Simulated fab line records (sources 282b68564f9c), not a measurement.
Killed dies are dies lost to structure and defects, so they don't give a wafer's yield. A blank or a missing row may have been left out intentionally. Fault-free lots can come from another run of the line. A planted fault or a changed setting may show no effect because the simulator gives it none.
fab line records :: flow ritCmos
record
  lots=13
  wafers=39
  lastDay=7
route steps=202 shown GATE@89 M1@202
lots that met no fault: from a run of the same line without faults
startH: hours from the record's first day to the start of the lot's first wafer shown :: waitH: time in hours since the lot's previous step :: " as in the row above :: L1.1+2: several wafers, shown together as one row :: - no value present, or no start provided :: * or withheld: withheld :: < > ~ a bound
route shown NAME@n: a module of which the file shows steps, and the number in the route of the first :: usual: mean/standard deviation of fault-free wafers :: same: alike in all rows :: chamber/n: place in a boat :: sites: each site's reading :: _std_site: their standard deviation :: _edge_site: mean of outer sites minus mean of inner sites :: radiusMm: how far each site lies from the wafer's centre :: mask NAME#n: copy n :: behind: the tool/chamber that last shaped the wafer :: hold: why the lot was held/for how many hours/how that ended :: device: transistor that didn't switch, given as n, p or np :: end of line: at the end of the route, the tests of the same wafers :: a step without rows: its recipe alone :: killed: at the first sort, the dies lost to defects and structure; wafer yield is something else :: map: dies across one wafer; x = killed, . = not, _ = none there
set.NAME: setting as actually run; set.NAME@STEP: the setting as run at that earlier step :: model.NAME: the simulator's own value behind a step, which no gauge read
the route's steps for a sample of lots (tables are steps, rows are wafers)
services: when a tool's chamber went out of use (startH, in hours from the record's first day, below 0 if earlier), for how many hours, and the reason
## steps
# step RIT_GATE_EXPOSE_13
# recipe
  maskId=M6
  na=0.6
  sourceShape=conventional
  sigmaOuter=0.6
  targetCdNm=150
  doseMj=380
lot.wafer: L248.1+2+4
tool: ilineStepper-01
chamber: 0
startH: 38.51
waitH: 0.3
mask: M6#0

lot.wafer: L249.1+2+5
tool: ilineStepper-01
chamber: 0
startH: 45.63
waitH: 0.1
mask: M6#0

lot.wafer: L250.2+4+6
tool: ilineStepper-01
chamber: 0
startH: 48.95
waitH: 0.1
mask: M6#0

lot.wafer: L251.1+3+6
tool: ilineStepper-02
chamber: 0
startH: 53.94
waitH: 0.3
mask: M6#0

lot.wafer: L252.1+4+6
tool: ilineStepper-02
chamber: 0
startH: 62.36
waitH: 0.1
mask: M6#0

lot.wafer: L254.1+3+5
tool: ilineStepper-02
chamber: 0
startH: 72.96
waitH: 0.2
mask: M6_R1#0

lot.wafer: L256.1+3+5
tool: ilineStepper-01
chamber: 0
startH: 81.04
waitH: 0.2
mask: M6#0

lot.wafer: L259.1+3+6
tool: ilineStepper-02
chamber: 0
startH: 94.60
waitH: 0.2
mask: M6#0

lot.wafer: L262.3+4+5
tool: ilineStepper-02
chamber: 0
startH: 111.18
waitH: 0.2
mask: M6#0

lot.wafer: L264.3+4+5
tool: ilineStepper-02
chamber: 0
startH: 119.87
waitH: 0.2
mask: M6#0

lot.wafer: L267.1+5+6
tool: ilineStepper-01
chamber: 0
startH: 134.64
waitH: 0.1
mask: M6#0

lot.wafer: L269.1+3+4
tool: ilineStepper-02
chamber: 0
startH: 142.38
waitH: 0.2
mask: M6#0

lot.wafer: L271.2+3+5
tool: ilineStepper-02
chamber: 0
startH: 152.67
waitH: 0.2
mask: M6#0
# step RIT_GATE_CD_MEAS_16
# recipe
  targetCdNm=150
# usual
  cdNm=149.4/2.5
lot.wafer: L248.1
tool: cdSem-02
chamber: -
startH: 38.91
waitH: -
cdNm: 147.3

lot.wafer: L248.2
tool: cdSem-02
chamber: -
startH: 38.91
waitH: -
cdNm: 145.8

lot.wafer: L248.4
tool: cdSem-02
chamber: -
startH: 38.91
waitH: -
cdNm: 144.6

lot.wafer: L249.1
tool: cdSem-02
chamber: -
startH: 46.03
waitH: -
cdNm: 149.5

lot.wafer: L249.2
tool: cdSem-02
chamber: -
startH: 46.03
waitH: -
cdNm: 152.2

lot.wafer: L249.5
tool: cdSem-02
chamber: -
startH: 46.03
waitH: -
cdNm: 152.4

lot.wafer: L250.2
tool: cdSem-01
chamber: -
startH: 49.35
waitH: -
cdNm: 150.6

lot.wafer: L250.4
tool: cdSem-01
chamber: -
startH: 49.35
waitH: -
cdNm: 149.5

lot.wafer: L250.6
tool: cdSem-01
chamber: -
startH: 49.35
waitH: -
cdNm: 147.6

lot.wafer: L251.1
tool: cdSem-01
chamber: -
startH: 54.34
waitH: -
cdNm: 146.5

lot.wafer: L251.3
tool: cdSem-01
chamber: -
startH: 54.34
waitH: -
cdNm: 145.8

lot.wafer: L251.6
tool: cdSem-01
chamber: -
startH: 54.34
waitH: -
cdNm: 145.1

lot.wafer: L252.1
tool: cdSem-01
chamber: -
startH: 62.76
waitH: -
cdNm: 146.6

lot.wafer: L252.4
tool: cdSem-01
chamber: -
startH: 62.76
waitH: -
cdNm: 147.5

lot.wafer: L252.6
tool: cdSem-01
chamber: -
startH: 62.76
waitH: -
cdNm: 149.4

lot.wafer: L254.1
tool: cdSem-02
chamber: -
startH: 73.36
waitH: -
cdNm: 162.0

lot.wafer: L254.3
tool: cdSem-02
chamber: -
startH: 73.36
waitH: -
cdNm: 161.4

lot.wafer: L254.5
tool: cdSem-02
chamber: -
startH: 73.36
waitH: -
cdNm: 161.7

lot.wafer: L256.1
tool: cdSem-02
chamber: -
startH: 81.54
waitH: -
cdNm: 152.8

lot.wafer: L256.3
tool: cdSem-02
chamber: -
startH: 81.54
waitH: -
cdNm: 152.6

lot.wafer: L256.5
tool: cdSem-02
chamber: -
startH: 81.54
waitH: -
cdNm: 150.3

lot.wafer: L259.1
tool: cdSem-02
chamber: -
startH: 95.00
waitH: -
cdNm: 150.1

lot.wafer: L259.3
tool: cdSem-02
chamber: -
startH: 95.00
waitH: -
cdNm: 147.9

lot.wafer: L259.6
tool: cdSem-02
chamber: -
startH: 95.00
waitH: -
cdNm: 148.4

lot.wafer: L262.3
tool: cdSem-02
chamber: -
startH: 111.58
waitH: -
cdNm: 153.1

lot.wafer: L262.4
tool: cdSem-02
chamber: -
startH: 111.58
waitH: -
cdNm: 150.0

lot.wafer: L262.5
tool: cdSem-02
chamber: -
startH: 111.58
waitH: -
cdNm: 151.9

lot.wafer: L264.3
tool: cdSem-02
chamber: -
startH: 120.27
waitH: -
cdNm: 152.7

lot.wafer: L264.4
tool: cdSem-02
chamber: -
startH: 120.27
waitH: -
cdNm: 151.2

lot.wafer: L264.5
tool: cdSem-02
chamber: -
startH: 120.27
waitH: -
cdNm: 151.5

lot.wafer: L267.1
tool: cdSem-02
chamber: -
startH: 135.04
waitH: -
cdNm: 149.9

lot.wafer: L267.5
tool: cdSem-02
chamber: -
startH: 135.04
waitH: -
cdNm: 147.4

lot.wafer: L267.6
tool: cdSem-02
chamber: -
startH: 135.04
waitH: -
cdNm: 149.1

lot.wafer: L269.1
tool: cdSem-01
chamber: -
startH: 142.78
waitH: -
cdNm: 150.4

lot.wafer: L269.3
tool: cdSem-01
chamber: -
startH: 142.78
waitH: -
cdNm: 150.4

lot.wafer: L269.4
tool: cdSem-01
chamber: -
startH: 142.78
waitH: -
cdNm: 150.9

lot.wafer: L271.2
tool: cdSem-02
chamber: -
startH: 153.07
waitH: -
cdNm: 146.9

lot.wafer: L271.3
tool: cdSem-02
chamber: -
startH: 153.07
waitH: -
cdNm: 146.4

lot.wafer: L271.5
tool: cdSem-02
chamber: -
startH: 153.07
waitH: -
cdNm: 148.3
# step RIT_M1_PROBE_99
# usual
  killedAtContacts=0.1/0.35
  killedAtFrontEnd=6.9/2.8
  killedDies=7.0/2.8
  killedOpen=3.4/2
  killedShort=3.5/2.1
# same
  grossDies=264
  killed_at_M0_to_M3=0
  killed_at_M4_up=0
  killedAtBackSide=0
  killedAtOther=0
lot.wafer: L254.1
tool: prober-01
chamber: -
startH: 93.43
waitH: 0.1
killedAtContacts: 0
killedAtFrontEnd: 7
killedDies: 7
killedOpen: 1
killedShort: 5

lot.wafer: L269.1
tool: prober-02
chamber: -
startH: 165.06
waitH: 0.1
killedAtContacts: 1
killedAtFrontEnd: 13
killedDies: 14
killedOpen: 4
killedShort: 10

lot.wafer: L269.3
tool: prober-02
chamber: -
startH: 165.16
waitH: 0.2
killedAtContacts: 0
killedAtFrontEnd: 6
killedDies: 6
killedOpen: 3
killedShort: 3

lot.wafer: L269.4
tool: prober-02
chamber: -
startH: 165.21
waitH: 0.2
killedAtContacts: 0
killedAtFrontEnd: 7
killedDies: 7
killedOpen: 3
killedShort: 4

lot.wafer: L271.2
tool: prober-02
chamber: -
startH: 174.46
waitH: 0.1
killedAtContacts: 0
killedAtFrontEnd: 3
killedDies: 3
killedOpen: 0
killedShort: 3

lot.wafer: L271.3
tool: prober-02
chamber: -
startH: 174.51
waitH: 0.2
killedAtContacts: 0
killedAtFrontEnd: 10
killedDies: 10
killedOpen: 5
killedShort: 5

lot.wafer: L271.5
tool: prober-02
chamber: -
startH: 174.61
waitH: 0.2
killedAtContacts: 0
killedAtFrontEnd: 5
killedDies: 5
killedOpen: 1
killedShort: 4
# killed by level:class
L254.1 SPACER:geometricParticle:short=3 REOX:geometricParticle:short=1 FOX2:geometricParticle:short=1 GATE:geometricParticle:open=1 GATE:areaExpose=1
L269.1 SPACER:geometricParticle:short=4 GATE:geometricParticle:short=2 SILICIDE:geometricParticle:open=2 ACTIVE:geometricParticle:short=1 FOX1:geometricParticle:short=1 FOX2:geometricParticle:short=1 FOX2:geometricParticle:open=1 SPACER:geometricParticle:open=1
L269.3 REOX:geometricParticle:open=2 FOX2:geometricParticle:short=1 GATE:geometricParticle:open=1 REOX:geometricParticle:short=1 SILICIDE:geometricParticle:short=1
L269.4 GATE:geometricParticle:open=3 FOX1:geometricParticle:short=1 GATE:geometricParticle:short=1 SPACER:geometricParticle:short=1 SILICIDE:geometricParticle:short=1
L271.2 FOX1:geometricParticle:short=1 GATE:geometricParticle:short=1 SILICIDE:geometricParticle:short=1
L271.3 GATE:geometricParticle:short=3 GATE:geometricParticle:open=3 FOX1:geometricParticle:short=2 FOX1:geometricParticle:open=1 SILICIDE:geometricParticle:open=1
L271.5 GATE:geometricParticle:short=2 REOX:geometricParticle:short=2 FOX1:geometricParticle:open=1
## services
tool: ilineStepper-01
chamber: 0
startH: 42.99
hours: -
kind: calibration

tool: ilineStepper-01
chamber: -
startH: 50.30
hours: 4.4
kind: pm

tool: ilineStepper-02
chamber: 0
startH: 71.85
hours: -
kind: calibration
## key
firstSign
  step=RIT_GATE_EXPOSE_13
  reading=mask
  direction=changed
effect
  step=RIT_GATE_CD_MEAS_16
  reading=cdNm
  direction=up
  sigmas=4.9
  usual=149.4
  struck=161.7
metAt RIT_GATE_EXPOSE_13
struckLots L254
testerLeftOut L254
onsetBetween 62.36 72.96
fault
  kind=wrongMask
  tool=any
  chamber=-
  onsetH=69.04
  steps=RIT_GATE_EXPOSE_13
  auxCopy=M6_R1#0
  cdOffsetNm=15
  scope=struckLotsOnly
# testerLeftOut: of these lots the tester's yield and bins aren't shown, on N5 and GAA mostly nor the transistor test; their killed dies are dies lost to structure and defects alone, not to doping, threshold or leakage, so they don't give the yield
